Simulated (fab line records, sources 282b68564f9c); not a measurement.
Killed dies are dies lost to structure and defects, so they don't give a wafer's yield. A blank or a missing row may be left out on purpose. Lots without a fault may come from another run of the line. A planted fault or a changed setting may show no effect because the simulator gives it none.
A struck lot beside a sound one | flow rit_cmos | 17 steps out of a route of 202
Sound: wafers L982.2, L982.3, L982.6. Struck: wafers L984.1, L984.2, L984.6. The cause comes at the end.
At each step with rows: each side's tool, then ch and its chambers, then its first start. Under that, the readings that differ: sound wafers | struck wafers | difference of the means | sigmas: that difference in standard deviations of wafers without a fault.
alike: readings whose means differ by less than 2 such deviations, and words and numbers that are the same on both sides. not compared: withheld readings, readings that some wafer has no value for, bounds like >300 that may hide the same value, and numbers for which the record gives no deviation and whose values overlap.
The two part at a step that has a row with sigmas, a row that says differs or no value, or rows on one side only. Numbers that don't overlap but have no deviation are shown without sigmas and don't part them. A reading that every wafer of one side lacks parts them only if that side has two wafers or more.

RIT_NWELL_TW_MEAS_10:
  sound on film_metro-02, day 3 20:58; struck on film_metro-04, day 4 08:47
  alike: NWELL_TW
then, 2 steps without rows for these wafers: RIT_PWELL_HMDS_00 (prime time 60 s); RIT_PWELL_COAT_01 (resist thk 1300 nm).
RIT_PWELL_SOFTBAKE_02: time 61.68 s.
  sound on litho_track-01 ch 0, day 3 21:22; struck on litho_track-01 ch 0, day 4 09:09
  alike: chill_plate_temp_C, plate_sensor_t_centre_C, plate_sensor_t_edge_C, softbake_temp_c
then, 3 steps without rows for these wafers: RIT_PWELL_EXPOSE_03 (exposes mask M3, target cd 43700 nm); RIT_PWELL_PEB_04; RIT_PWELL_DEVELOP_05 (develop time 68 s).
RIT_PWELL_OVL_MEAS_06:
  sound on overlay-02, day 3 21:55; struck on overlay-01, day 4 09:52
  alike: PWELL_OVL
then, 2 steps without rows for these wafers: RIT_PWELL_HARDBAKE_07 (time 120 s); RIT_PWELL_IMPLANT_08.
RIT_PWELL_STRIP_09: strips in O2, time 180 s.
  sound on plasma_asher-03 ch 0,1, day 3 22:21; struck on plasma_asher-03 ch 0,1, day 4 10:18
  alike: drypump_motor_current_A
  not compared: rf_hours_counter_h
RIT_PWELL_TW_MEAS_10:
  sound on film_metro-03, day 3 22:32; struck on film_metro-04, day 4 10:28
  alike: PWELL_TW
RIT_WELLDRIVE_ANNEAL_00: time 14700 s.
  sound on furnace-01 ch 0, day 4 00:06; struck on furnace-04 ch 0, day 4 11:06
  reading          | sound             | struck            | difference | sigmas
  run_length_s (s) | 18258 18258 18258 | 15336 15336 15336 | -2922      | -99 or more
  alike: spike_tc_centre_C, zone_power_load_pct, zone_power_source_pct
RIT_WELLDRIVE_RS_MEAS_01: measures by four-point-probe.
  sound on film_metro-04, day 4 05:12; struck on film_metro-04, day 4 16:11
  reading           | sound             | struck            | difference | sigmas
  NWELL_RS (ohm/sq) | 274.5 274.4 275.2 | 286.3 286.8 287.4 | +12.1      | +17
RIT_WELLDRIVE_RS_MEAS_02: measures by four-point-probe.
  sound on film_metro-04, day 4 05:19; struck on film_metro-04, day 4 16:19
  reading           | sound             | struck            | difference | sigmas
  PWELL_RS (ohm/sq) | 429.2 428.8 430.6 | 439.2 440.1 439.3 | +10.0      | +11
then, 1 step without rows for these wafers: RIT_NRETRO_HMDS_00 (prime time 60 s).
RIT_M1_PROBE_99:
  sound on prober-01, day 5 11:08; struck on prober-01, day 6 02:50
  reading                                | sound                | struck               | difference | sigmas
  model.etest.nwell_pinched.rs_ohm_sq    | 336.7 341.2 340.7    | 364.4 361.2 361      | +22.7      |
  model.etest.pwell.rs_ohm_sq            | 412.2 413.8 416      | 423.6 422.4 422.5    | +8.8       |
  model.etest.field_p_metal.vt_v (V)     | -29.99 -29.52 -29.56 | -26.84 -26.57 -26.87 | +2.93      |
  model.etest.field_p.vt_v (V)           | -12.73 -12.81 -12.73 | -11.83 -11.79 -11.87 | +0.93      |
  model.etest.diode_nplus_pwell.bv_v (V) | 6.001 6.014 6.034    | 5.842 5.874 5.82     | -0.171     |
  alike: killed_at_front_end, killed_dies, killed_open, killed_short
  not compared: model.etest.pwell_pinched.rs_ohm_sq, model.etest.diode_pplus_nwell.bv_v, model.etest.iso_nwell_nwell.lateral_log10_a_um

WHERE THEY PART
First at RIT_WELLDRIVE_ANNEAL_00; last, within this record, at RIT_WELLDRIVE_RS_MEAS_02. Later steps at which nothing parts them and some readings are alike: RIT_M1_PROBE_99.

WHY: what the simulator had put in
Process parameter drift: furnace-04, from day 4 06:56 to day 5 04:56, at RIT_WELLDRIVE_ANNEAL_00. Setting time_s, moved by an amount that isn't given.
